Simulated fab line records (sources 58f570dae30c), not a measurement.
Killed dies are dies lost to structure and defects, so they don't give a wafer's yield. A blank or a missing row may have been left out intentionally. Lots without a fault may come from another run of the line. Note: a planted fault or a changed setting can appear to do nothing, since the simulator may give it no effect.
What tool caused it? ; flow berkeleyCmos170 ; 15 lots, 45 wafers sampled, at 6 steps of a route of 331

## WHAT EACH GAUGE READ, for each wafer
UCB170_FIELD_THK_MEAS_02.
lot;measured;on;FIELD_OXIDE_THK (nm)
L521;day 5 17:56;filmMetro-03;571 558 570
L522;day 5 17:56;filmMetro-02;553 556 555
L523;day 5 22:59;filmMetro-03;559 562 556
L525;day 6 07:41;filmMetro-03;581 576 569
L524;day 6 15:49;filmMetro-03;559 571 565
L527;day 6 15:49;filmMetro-02;566 566 566
L526;day 6 15:49;filmMetro-01;569 563 557
L528;day 7 00:52;filmMetro-02;563 550 550
L530;day 7 09:41;filmMetro-01;548 554 566
L531;day 7 19:25;filmMetro-01;564 557 548
L533;day 8 06:26;filmMetro-03;556 558 550
L535;day 8 18:44;filmMetro-03;551 564 555
L538;day 9 05:17;filmMetro-01;541 543 545
L537;day 9 05:18;filmMetro-03;551 555 549
L540;day 9 13:49;filmMetro-02;546 559 547

UCB170_PLDD_TW_MEAS_11.
lot;measured;on;PLDD_TW
L521;day 7 22:40;filmMetro-03;999 995 992
L522;day 7 22:41;filmMetro-01;1003 1001 1003
L523;day 7 22:22;filmMetro-01;1007 1007 1010
L525;day 8 14:14;filmMetro-03;996 998 992
L524;day 8 13:57;filmMetro-04;1023 1023 1026
L527;day 8 14:30;filmMetro-01;960 961 955 953 953 954
L526;day 8 13:47;filmMetro-01;1007 1005 1010
L528;day 9 06:07;filmMetro-04;1017 1021 1017
L530;day 9 13:09;filmMetro-04;977 970 969
L531;day 10 01:24;filmMetro-04;969 966 969
L533;day 10 11:42;filmMetro-01;1004 1006 1003
L535;day 10 20:45;filmMetro-01;995 1005 1004
L538;day 11 11:06;filmMetro-03;992 996 994
L537;day 11 11:21;filmMetro-01;1011 1008 997
L540;day 11 11:42;filmMetro-03;991 994 990

UCB170_PSD_CD_MEAS_06: target cd 1200 nm.
lot;measured;on;cdNm (nm)
L521;day 8 08:47;cdSem-02;1199.0 1198.5 1197.8
L522;day 8 08:55;cdSem-01;1200.2 1200.1 1199.2
L523;day 8 08:32;cdSem-01;1198.9 1199.6 1197.8
L525;day 8 23:55;cdSem-02;1200.3 1199.6 1200.2
L524;day 8 23:41;cdSem-01;1198.4 1200.2 1199.1
L527;day 9 04:24;cdSem-02;1197.8 1197.4 1196.3
L526;day 8 23:38;cdSem-02;1197.9 1198.5 1197.0
L528;day 9 19:20;cdSem-02;1198.1 1198.1 1196.6
L530;day 9 19:07;cdSem-01;1202.6 1204.3 1203.0
L531;day 10 09:46;cdSem-01;1200.0 1200.8 1199.0
L533;day 10 19:47;cdSem-01;1201.1 1200.7 1201.0
L535;day 11 08:02;cdSem-01;1202.0 1201.6 1201.7
L538;day 11 22:23;cdSem-02;1199.5 1200.0 1199.3
L537;day 11 22:40;cdSem-02;1203.9 1202.0 1201.4
L540;day 11 22:31;cdSem-01;1198.6 1198.8 1198.4

UCB170_SDANNEAL_RS_MEAS_04: the measuring method here is four-point-probe.
lot;measured;on;PLDD_RS (ohm/sq)
L521;day 8 12:42;filmMetro-04;1033.2 1032.5 1034.8
L522;day 8 12:53;filmMetro-03;1030.1 1029.5 1028.1
L523;day 8 12:14;filmMetro-03;1032.4 1027.5 1031.6
L525;day 9 06:36;filmMetro-01;1028.9 1030.4 1029.7
L524;day 9 05:48;filmMetro-04;1032.8 1031.6 1030.0
L527;day 9 08:21;filmMetro-03;1167.5 1170.2 1169.8 1169.1 1169.3 1170.4
L526;day 9 05:57;filmMetro-01;1032.1 1033.0 1034.0
L528;day 9 23:05;filmMetro-04;1030.8 1036.0 1033.8
L530;day 9 22:51;filmMetro-03;1162.7 1166.8 1164.8 1161.1 1164.4 1167.1
L531;day 10 16:29;filmMetro-03;1165.7 1162.8 1165.0 1164.5 1163.9 1164.0
L533;day 10 23:41;filmMetro-01;1025.0 1025.7 1023.5
L535;day 11 14:00;filmMetro-01;1030.7 1029.2 1030.0
L538;day 12 04:41;filmMetro-03;1030.7 1029.2 1025.6
L537;day 12 05:02;filmMetro-04;1029.3 1027.6 1031.8
L540;day 12 05:10;filmMetro-03;1031.3 1033.7 1034.4

## WHAT TOOL EACH LOT RAN ON (gives the tool, then ch and the chambers of the sampled wafers, and finally the start)
lot;UCB170_PLDD_IMPLANT_09;UCB170_NLDD_STRIP_10
L521;implanter-02 ch 0, day 7 22:23;plasmaAsher-04 ch 0,1, day 8 00:30
L522;implanter-03 ch 0, day 7 22:26;plasmaAsher-03 ch 0,1, day 8 00:37
L523;implanter-03 ch 0, day 7 22:07;plasmaAsher-03 ch 0,1, day 8 00:19
L525;implanter-02 ch 0, day 8 13:59;plasmaAsher-04 ch 0, day 8 15:55
L524;implanter-03 ch 0, day 8 13:42;plasmaAsher-02 ch 0,1, day 8 15:38
L527;implanter-03 ch 0, day 8 14:15;plasmaAsher-02 ch 0,1, day 8 23:16
L526;implanter-02 ch 0, day 8 13:33;plasmaAsher-03 ch 1, day 8 15:18
L528;implanter-02 ch 0, day 9 05:50;plasmaAsher-03 ch 0,1, day 9 08:26
L530;implanter-03 ch 0, day 9 12:54;plasmaAsher-03 ch 0,1, day 9 15:15
L531;implanter-03 ch 0, day 10 01:09;plasmaAsher-03 ch 1, day 10 03:20
L533;implanter-02 ch 0, day 10 11:27;plasmaAsher-04 ch 0,1, day 10 13:55
L535;implanter-02 ch 0, day 10 20:32;plasmaAsher-03 ch 0,1, day 10 22:49
L538;implanter-02 ch 0, day 11 10:51;plasmaAsher-02 ch 0, day 11 13:45
L537;implanter-01 ch 0, day 11 11:07;plasmaAsher-03 ch 0,1, day 11 13:52
L540;implanter-02 ch 0, day 11 11:27;plasmaAsher-02 ch 0,1, day 11 14:03
- UCB170_PLDD_IMPLANT_09
- UCB170_NLDD_STRIP_10: strips in O2.

## AS READ BY THE TOOLS THEMSELVES (means over the sampled wafers that have a number; for cases with no such wafer, the mark the record gives instead)
UCB170_PLDD_IMPLANT_09.
lot;tool;doseIonsCm2;faradayCurrentUA
L521;implanter-02;4.996e+13;160
L522;implanter-03;5.008e+13;159
L523;implanter-03;5.003e+13;157
L525;implanter-02;5.000e+13;156
L524;implanter-03;5.007e+13;161
L527;implanter-03;3.571e+13;116
L526;implanter-02;5.006e+13;155
L528;implanter-02;5.001e+13;158
L530;implanter-03;3.577e+13;113
L531;implanter-03;3.571e+13;113
L533;implanter-02;4.999e+13;158
L535;implanter-02;5.002e+13;158
L538;implanter-02;5.009e+13;158
L537;implanter-01;4.997e+13;145
L540;implanter-02;5.001e+13;160

UCB170_NLDD_STRIP_10.
lot;tool;drypumpMotorCurrentA (A);o2FlowSccm (sccm);oesProductAu (a.u.);stripTimeToEndpointS (s)
L521;plasmaAsher-04;5.5;400.5;0.737;21.64
L522;plasmaAsher-03;6.0;400.5;0.736;21.62
L523;plasmaAsher-03;5.9;399.9;0.729;21.60
L525;plasmaAsher-04;6.0;399.9;0.739;21.47
L524;plasmaAsher-02;5.9;400.2;0.735;21.59
L527;plasmaAsher-02;5.9;400.9;0.737;21.69
L526;plasmaAsher-03;6.1;399.3;0.735;21.57
L528;plasmaAsher-03;5.9;399.4;0.733;21.65
L530;plasmaAsher-03;5.9;400.1;0.735;21.51
L531;plasmaAsher-03;6.0;401.4;0.738;21.64
L533;plasmaAsher-04;5.8;400.9;0.738;21.53
L535;plasmaAsher-03;6.0;401.0;0.732;21.55
L538;plasmaAsher-02;5.6;398.3;0.731;21.59
L537;plasmaAsher-03;6.0;399.1;0.731;21.58
L540;plasmaAsher-02;5.7;400.0;0.733;21.64

## THE ANSWER, worked out from the rows above alone
Rule: usual is defined by the lots themselves. Put in order of their means at a reading, lots are off if they are a third of the lots or fewer, leave a main group of 4 or more, and stand apart from it by a gap of 3 or more times the standard deviation of the main group's means; of several such gaps the widest counts. A main group whose means are all the same, to the digits that the tables above print for the reading, isn't used. A lot without any number at a reading at which 4 lots or more have one is off too. All remaining lots with rows at the step are treated as sound. The gauges are gone through in route order, then the tools' own readings, and for those a lot's mean is taken as printed above. At the first step where some lot is off, the reading lying furthest off is the one used; lots without a number count as furthest.
Off: at UCB170_SDANNEAL_RS_MEAS_04 (PLDD_RS), L527, L530, L531. Main group: mean 1030.6 ohm/sq, sd 2.5.
A tool fits if, at a process step before that reading, it ran every lot that is off, and no sound lot after the first of them. Not tried: the gauges at UCB170_SDANNEAL_RS_MEAS_04; whatever is off there is also off at UCB170_PLDD_IMPLANT_09, on other tools, and gauge error can't account for it. One fits: implanter-03 at UCB170_PLDD_IMPLANT_09. A fault onset in the window from L524 (day 8 13:42, its last sound lot) to L527 (day 8 14:15, its first lot off) fits.
The tool's own readings at UCB170_PLDD_IMPLANT_09 bear it out: on the lots that are off they differ by more than 5 times the standard deviation of the sound lots' means. doseIonsCm2 reads 3.573e+13 there against 5.002e+13 on the sound lots; faradayCurrentUA reads 114 there against 157 on the sound lots.

## WHAT THE SIMULATOR HAD PUT IN
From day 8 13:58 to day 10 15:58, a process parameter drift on implanter-03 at UCB170_PLDD_IMPLANT_09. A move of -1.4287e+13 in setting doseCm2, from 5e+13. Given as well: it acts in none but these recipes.
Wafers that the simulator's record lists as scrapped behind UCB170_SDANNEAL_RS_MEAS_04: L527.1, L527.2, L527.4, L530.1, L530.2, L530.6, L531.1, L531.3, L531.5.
Lots struck among those shown: L527, L530, L531. Same finding as the rule above.
